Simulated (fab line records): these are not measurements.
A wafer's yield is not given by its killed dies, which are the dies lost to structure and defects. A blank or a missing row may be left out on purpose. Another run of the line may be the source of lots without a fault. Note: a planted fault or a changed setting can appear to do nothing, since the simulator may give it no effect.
fab line records	flow berkeley-cmos170	part 2 of 2: steps 29 to 41 of 41
record: lots: 5	wafers: 15	last-day: 12
route steps=331 shown WELLDRIVE@57 ACTIVE@60 PFIELD@79 FIELD@89 SACOX@97
lots that met no fault: from a run of the same line without faults
start-h: the number of hours between the record's first day and the start of the first shown wafer of the lot	wait-h: hours since the lot's step before	" repeats the value in the row above	L1.1+2: several wafers, shown together as one row	- no value, or no start given	* or withheld: withheld	< > ~ a bound
route shown NAME@n: names a module that has steps shown in the file, with the first one's number in the route	usual: mean and standard deviation over wafers with no fault	same: alike in all rows	chamber/n: place in a boat	sites: per-site readings	_std_site: their standard deviation	_edge_site: outer sites' mean less inner sites'	radius-mm: how far each site lies from the wafer's centre	mask NAME#n: copy n	behind: tool/chamber where the wafer was last shaped	hold: cause of the lot's hold/its duration in hours/its outcome	device: whichever transistor did not switch (one of n, p or np)	end of line: the same wafers' tests at the end of the route	step lacking rows: just its recipe	killed: at the first sort, the dies lost to defects and structure; wafer yield is something else	map: a wafer's dies, x killed, . not, _ none there
set.NAME: the setting that was run; set.NAME@STEP: the one run at that earlier step	model.NAME: the simulator's own value behind a step, which no gauge read
certain route steps with their lots: each step a table, each wafer a row
services: when a tool's chamber went out of use (start-h, in hours from the record's first day, below 0 if earlier), for how many hours, and the reason
== steps ==
step: UCB170_PFIELD_OVL_MEAS_06
usual: PFIELD_OVL: 0/6.1
lot.wafer	tool	chamber	start-h	wait-h	PFIELD_OVL[nm]
L075.4	overlay-02	-	97.60	-	0
L075.5	"	-	"	"	6
L075.6	"	-	"	"	7
L082.1	overlay-01	-	146.74	-	1
L082.2	"	-	"	"	8
L082.5	"	-	"	"	7
L081.2	overlay-01	-	146.88	-	3
L081.4	"	-	"	"	-1
L081.6	"	-	"	"	3
L087.3	overlay-01	-	171.43	-	10
L087.4	"	-	"	"	-2
L087.5	"	-	"	"	4
L092.3	overlay-01	-	189.13	-	-16
L092.5	"	-	"	"	-10
L092.6	"	-	"	"	4
step: UCB170_PFIELD_IMPLANT_07
recipe: species: B	dose-cm2: 2e+13	energy-kev: 80	tilt-deg: 7
lot.wafer	tool	chamber	start-h	wait-h
L075.4+5+6	implanter-01	0	97.69	0.1
L082.1+2+5	implanter-02	0	146.77	0.0
L081.2+4+6	implanter-03	0	146.93	0.0
L087.3+4+5	implanter-01	0	171.50	0.1
L092.3+5+6	implanter-02	0	189.20	0.1
step: UCB170_PFIELD_STRIP_08
recipe: chemistry: O2	power-w: 400	pressure-mtorr: 3500	platen-temp-c: withheld	o2-flow-sccm: 400	overash-fraction: 0.5
usual: drypump-motor-current-A: 5.7/0.35	oes-product-au: 0.734/0.0047	strip-time-to-endpoint-s: 21.62/0.063
same: overash-fraction: 0.5
lot.wafer	tool	chamber	start-h	wait-h	drypump-motor-current-A	oes-product-au	rf-hours-counter-h	strip-time-to-endpoint-s
L075.4	plasma-asher-02	0	97.80	0.1	6.1	0.732	-	21.57
L075.5	"	1	"	"	5.7	0.735	-	21.58
L075.6	"	0	"	"	6.1	0.741	-	21.58
L082.1	plasma-asher-01	1	146.92	0.1	6.2	0.732	38	21.69
L082.2	"	0	"	"	5.8	0.738	38	21.67
L082.5	"	0	"	"	5.8	0.743	-	21.73
L081.2	plasma-asher-02	0	147.06	0.1	6.0	0.736	4	21.60
L081.4	"	1	"	"	5.7	0.741	-	21.75
L081.6	"	0	"	"	6.0	0.727	-	21.63
L087.3	plasma-asher-04	1	171.63	0.1	5.4	0.727	-	21.56
L087.4	"	0	"	"	5.1	0.734	-	21.65
L087.5	"	0	"	"	5.1	0.729	-	21.65
L092.3	plasma-asher-04	0	189.33	0.1	5.1	0.739	-	21.60
L092.5	"	1	"	"	5.4	0.738	-	21.58
L092.6	"	0	"	"	5.1	0.727	-	21.56
step: UCB170_PFIELD_TW_MEAS_09
usual: PFIELD_TW: 602/4.4
lot.wafer	tool	chamber	start-h	wait-h	PFIELD_TW
L075.4	film-metro-03	-	97.90	0.1	601
L075.5	"	-	"	"	599
L075.6	"	-	"	"	600
L082.1	film-metro-04	-	147.02	0.1	605
L082.2	"	-	"	"	607
L082.5	"	-	"	"	606
L081.2	film-metro-04	-	147.17	0.1	606
L081.4	"	-	"	"	608
L081.6	"	-	"	"	604
L087.3	film-metro-03	-	171.72	0.1	599
L087.4	"	-	"	"	601
L087.5	"	-	"	"	602
L092.3	film-metro-02	-	189.42	0.1	596
L092.5	"	-	"	"	596
L092.6	"	-	"	"	599
step: UCB170_FIELD_CLEAN_00
recipe: chemistry: dHF	dilution: 25:1	time-s: 7.5
same: time-s: 7.5
lot.wafer	tool	chamber	start-h	wait-h
L075.4+5+6	wet-bench-03	0	97.94	0.0
L082.1+2+5	wet-bench-03	0	147.08	0.1
L081.2+4+6	wet-bench-03	0	147.22	0.0
L087.3+4+5	wet-bench-03	0	171.76	0.0
L092.3+5+6	wet-bench-04	1	189.46	0.0
step: UCB170_FIELD_OXIDATION_01
recipe: temp-c: 1000	ambient: H2O	p-h2o-torr: 584.62	target-thk-a: 5583	ox-time-s: 7200
usual: ox-temp-c: 1000.0/0.42
lot.wafer	tool	chamber	start-h	wait-h	ox-temp-c
L075.4	furnace-04	0	102.97	5.0	1000.1
L075.5	"	0	"	"	1000.4
L075.6	"	0	"	"	1000.3
L081.2	furnace-02	0	152.01	4.8	1000.5
L081.4	"	0	"	"	1000.3
L081.6	"	0	"	"	1000.1
L082.1	furnace-02	0	152.01	4.9	999.3
L082.2	"	0	"	"	1000.3
L082.5	"	0	"	"	1000.7
L087.3	furnace-01	0	175.20	3.4	999.5
L087.4	"	0	"	"	999.5
L087.5	"	0	"	"	1000.1
L092.3	furnace-01	0	193.74	4.3	1000.2
L092.5	"	0	"	"	999.6
L092.6	"	0	"	"	1000.3
step: UCB170_FIELD_THK_MEAS_02
recipe: reads: SiO2_of_FIELD_OXIDATION_01
usual: FIELD_OXIDE_THK: 561/11
lot.wafer	tool	chamber	start-h	wait-h	FIELD_OXIDE_THK[nm]
L075.4	film-metro-04	-	106.04	0.1	568
L075.5	"	-	"	"	567
L075.6	"	-	"	"	561
L082.1	film-metro-01	-	155.01	0.0	574
L082.2	"	-	"	"	575
L082.5	"	-	"	"	575
L081.2	film-metro-04	-	155.02	0.0	568
L081.4	"	-	"	"	571
L081.6	"	-	"	"	571
L087.3	film-metro-04	-	178.24	0.0	561
L087.4	"	-	"	"	561
L087.5	"	-	"	"	553
L092.3	film-metro-02	-	196.76	0.0	534
L092.5	"	-	"	"	535
L092.6	"	-	"	"	536
step: UCB170_FIELD_ANNEAL_03
recipe: temp-c: 1000	time-s: 1200	ambient: N2
same: time-s: 1200
lot.wafer	tool	chamber	start-h	wait-h
L075.4+5+6	furnace-04	0	112.65	6.6
L081.2+4+6	furnace-02	0	157.61	2.6
L082.1+2+5	furnace-02	0	157.61	2.6
L087.3+4+5	furnace-02	0	181.58	3.3
L092.3+5+6	furnace-02	0	200.18	3.4
step: UCB170_FIELD_WET_ETCH_04
recipe: chemistry: dHF	dilution: 10:1	target: SiO2	temp-c: 25	time-s: 60
same: time-s: 60
lot.wafer	tool	chamber	start-h	wait-h
L075.4+5+6	wet-bench-04	0	113.98	0.0
L081.2+4+6	wet-bench-03	0	158.95	0.0
L082.1+2+5	wet-bench-03	2	158.95	0.0
L087.3+4+5	wet-bench-03	0	182.91	0.0
L092.3+5+6	wet-bench-03	3	201.58	0.1
step: UCB170_FIELD_WET_ETCH_05
recipe: chemistry: H3PO4	target: Si3N4	temp-c: 160	time-s: 12600
same: time-s: 12600
lot.wafer	tool	chamber	start-h	wait-h
L075.4+5+6	wet-bench-04	3	114.01	0.0
L081.2+4+6	wet-bench-03	2	158.97	0.0
L082.1+2+5	wet-bench-03	1	158.97	0.0
L087.3+4+5	wet-bench-04	3	182.94	0.0
L092.3+5+6	wet-bench-03	0	201.61	0.0
step: UCB170_FIELD_WET_ETCH_06
recipe: chemistry: BOE	dilution: 5:1	target: SiO2	temp-c: 25	time-s: 22
same: time-s: 22
lot.wafer	tool	chamber	start-h	wait-h
L075.4+5+6	wet-bench-03	3	117.84	0.0
L081.2+4+6	wet-bench-03	3	162.66	0.2
L082.1+2+5	wet-bench-03	0	162.66	0.2
L087.3+4+5	wet-bench-04	1	186.51	0.1
L092.3+5+6	wet-bench-03	2	205.12	0.0
step: UCB170_FIELD_THK_MEAS_90
recipe: reads: SiO2_of_FIELD_OXIDATION_01
usual: FIELD_OXIDE_LEFT_1_THK: 444/11
lot.wafer	tool	chamber	start-h	wait-h	FIELD_OXIDE_LEFT_1_THK[nm]
L075.4	film-metro-02	-	117.88	0.0	450
L075.5	"	-	"	"	450
L075.6	"	-	"	"	443
L082.1	film-metro-04	-	162.67	0.0	457
L082.2	"	-	"	"	456
L082.5	"	-	"	"	458
L081.2	film-metro-01	-	162.68	0.0	449
L081.4	"	-	"	"	453
L081.6	"	-	"	"	453
L087.3	film-metro-01	-	186.55	0.0	443
L087.4	"	-	"	"	441
L087.5	"	-	"	"	434
L092.3	film-metro-04	-	205.15	0.0	417
L092.5	"	-	"	"	419
L092.6	"	-	"	"	419
step: UCB170_SACOX_CLEAN_00
recipe: chemistry: dHF	dilution: 25:1	time-s: 7.5
same: time-s: 7.5
lot.wafer	tool	chamber	start-h	wait-h
L075.4+5+6	wet-bench-04	2	117.91	0.0
L081.2+4+6	wet-bench-03	2	162.73	0.0
L082.1+2+5	wet-bench-03	0	162.73	0.1
L087.3+4+5	wet-bench-04	2	186.59	0.0
L092.3+5+6	wet-bench-03	0	205.19	0.0
== services ==
tool	chamber	start-h	hours	kind
krf-scanner-01	-	58.17	0.3	repair
implanter-01	-	59.20	7.9	repair
furnace-02	-	63.70	3.1	pm
wet-bench-02	-	64.83	11.2	repair
krf-scanner-01	-	78.47	1.3	pm
rie-diel-03	0	83.30	2.7	repair
krf-scanner-01	-	84.59	0.8	pm
krf-scanner-02	-	90.29	0.2	repair
krf-scanner-02	-	104.01	0.7	repair
rie-diel-03	1	105.89	2.8	repair
plasma-asher-02	-	108.75	9.0	pm
furnace-02	-	110.16	3.8	pm
furnace-01	-	115.96	3.4	pm
implanter-02	-	118.99	5.4	pm
furnace-02	-	123.49	3.8	pm
furnace-04	-	130.10	3.3	pm
implanter-01	-	135.31	2.2	repair
rie-diel-03	0	136.06	2.8	repair
plasma-asher-02	-	150.82	14.6	pm
wet-bench-01	-	158.20	2.7	repair
krf-scanner-02	-	168.76	0.8	pm
krf-scanner-01	-	186.31	1.0	pm
krf-scanner-01	-	187.34	0.3	repair
krf-scanner-02	-	188.67	1.0	pm
